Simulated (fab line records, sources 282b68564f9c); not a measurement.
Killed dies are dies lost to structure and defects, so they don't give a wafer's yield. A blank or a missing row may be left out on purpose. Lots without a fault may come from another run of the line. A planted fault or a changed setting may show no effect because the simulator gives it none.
Comparing a struck lot with a sound one	flow rit_cmos	15 out of 202 route steps
Sound: the wafers L255.2, L255.3, L255.5. The struck wafers were L253.1, L253.2, L253.3. The cause comes at the end.
For every step that has rows: the tool of each side, followed by ch and its chambers, followed by its first start. Under that, the readings that differ: sound wafers	struck wafers	difference of the means	sigmas: that difference in standard deviations of wafers without a fault.
alike: words and numbers the same on both sides, and readings whose means are apart by under 2 such deviations; not compared: readings that were withheld, readings missing a value for some wafer, numbers with overlapping values and no deviation given by the record, and bounds like >300 which may hide the same value.
Wherever a step has rows on one side only, a row that says differs or no value, or a row with sigmas, the two part there. Numbers that don't overlap but have no deviation are shown without sigmas and don't part them. A reading that every wafer of one side lacks parts them only if that side has two wafers or more.

first, 4 steps without rows for these wafers: RIT_NWELL_SOFTBAKE_02 (time 60 s); RIT_NWELL_EXPOSE_03 (exposes mask M2, target cd 43900 nm); RIT_NWELL_PEB_04; RIT_NWELL_DEVELOP_05 (develop time 68 s).
RIT_NWELL_OVL_MEAS_06:
  sound on overlay-01, day 5 06:07; struck on overlay-02, day 4 18:59
  alike: NWELL_OVL
then, 2 steps without rows for these wafers: RIT_NWELL_HARDBAKE_07 (time 120 s); RIT_NWELL_IMPLANT_08.
RIT_NWELL_STRIP_09: strips in O2, time 180 s.
  sound on plasma_asher-01 ch 1, day 5 06:32; struck on plasma_asher-01 ch 0,1, day 4 19:26
  alike: chamber_pressure_mTorr, drypump_motor_current_A
  not compared: rf_hours_counter_h
RIT_NWELL_TW_MEAS_10:
  sound on film_metro-01, day 5 06:44; struck on film_metro-03, day 4 19:36
  alike: NWELL_TW
then, 3 steps without rows for these wafers: RIT_PWELL_HMDS_00 (prime time 60 s); RIT_PWELL_COAT_01 (resist thk 1300 nm); RIT_PWELL_SOFTBAKE_02 (time 60 s).
RIT_PWELL_EXPOSE_03: exposes mask M3, target cd 43700 nm.
  sound on iline_stepper-01 ch 0, day 5 07:15; struck on iline_stepper-02 ch 0, day 4 20:07
reading	sound	struck	difference	sigmas
model.PWELL.overlay_x_nm (nm)	0.7839 0.7839 0.7839	1.952 1.952 1.952	+1.168	
  alike: mask, exposure_dose_mJ_cm2, reticle_temp_C
then, 1 step without rows for these wafers: RIT_PWELL_PEB_04.
RIT_M1_PROBE_99:
  sound on prober-01, day 6 20:47; struck on prober-01, day 6 12:04
  alike: killed_at_front_end, killed_dies, killed_open, killed_short

== WHERE THEY PART ==
Nowhere in this record.

WHY: what had been put in by the simulator
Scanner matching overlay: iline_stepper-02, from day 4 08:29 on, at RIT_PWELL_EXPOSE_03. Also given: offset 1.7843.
